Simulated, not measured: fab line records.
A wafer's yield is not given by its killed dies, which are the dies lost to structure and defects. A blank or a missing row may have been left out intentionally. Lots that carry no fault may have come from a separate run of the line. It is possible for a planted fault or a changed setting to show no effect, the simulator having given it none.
8D (eight disciplines) problem report, filled in by code ; flow rit_cmos ; the parts of the form that need people (team, actions taken, sign-off) are left out

1. WHAT IS WRONG
Mean of heater_power_total_W at RIT_PLDD_SOFTBAKE_02: 34.06 W across 6 wafers in 2 lots; on wafers with no fault it is 34.56 W (standard deviation 0.052). Relative to the usual mean, that is a shift of -9.5 standard deviations.
The step: time 60 s.
First observed at day 4 23:15: wafer L816.1, on litho_track-04. The record has a number at this step for 42 wafers belonging to 14 lots. Rule for "out", or "out of limits": more than 4 standard deviations from the usual mean. All remaining wafers that have a number are taken as sound.

2. WHAT IT IS; WHAT IT IS NOT
question;is;is not
which readings at this step;heater_power_total_W, plate_temp_C;-
which lots;L816, L817;L806, L807, L808, L809, L811, L812, L815, L819, L826, L827, L828, L829
which wafers of those lots;all that have a number;-
read on which tools;litho_track-04;litho_track-02, litho_track-03
when;from day 4 23:15;"up to then (21 sound wafers); but 15 sound wafers of L819, L826, L827, L828, L829 came after"

3. SUSPECTS, AND WHAT RULES EACH OUT
Counting: a tool at any process step up to the reading remains a suspect when it ran all the lots that are out and ran no sound lot after the first of those.
- litho_track-04 at RIT_PLDD_SOFTBAKE_02 (time 60 s): kept. All lots that are out passed through it, beginning with L816 at day 4 23:15, and no sound lot followed; its final sound lot before that point was L815 at day 4 19:44. On those wafers its own readings are out: heater_power_total_W, plate_temp_C.
The count leaves litho_track-04 at RIT_PLDD_SOFTBAKE_02.

4. THE CAUSE (what the simulator had put in)
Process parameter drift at RIT_PLDD_SOFTBAKE_02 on litho_track-04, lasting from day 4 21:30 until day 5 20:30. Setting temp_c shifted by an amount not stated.
Only this tool survived the counting.

5. THE EFFECT CHAIN, in route order
Rows list readings where the struck wafers' mean (over those with a number) sits beyond 3 standard deviations from the usual. Scope: only readings with a usual standard deviation given in the record; hours: median across lots of the time from each lot's start at the first step in this table that gives one to its start at this step; sigmas: change in usual standard deviations.
hours;step;reading;usual;on struck wafers;change;sigmas
0;RIT_PLDD_SOFTBAKE_02;heater_power_total_W;34.56 W;34.06;-0.50;-9.5
0;RIT_PLDD_SOFTBAKE_02;plate_temp_C;89.98 C;89.05;-0.93;-7.8
Here are the process steps it includes:
- RIT_PLDD_SOFTBAKE_02: time 60 s.

6. HOW IT WOULD HAVE BEEN CAUGHT EARLIER
In this record the first reading out of limits was taken at day 4 23:15, 2 hours after the fault began at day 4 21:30.
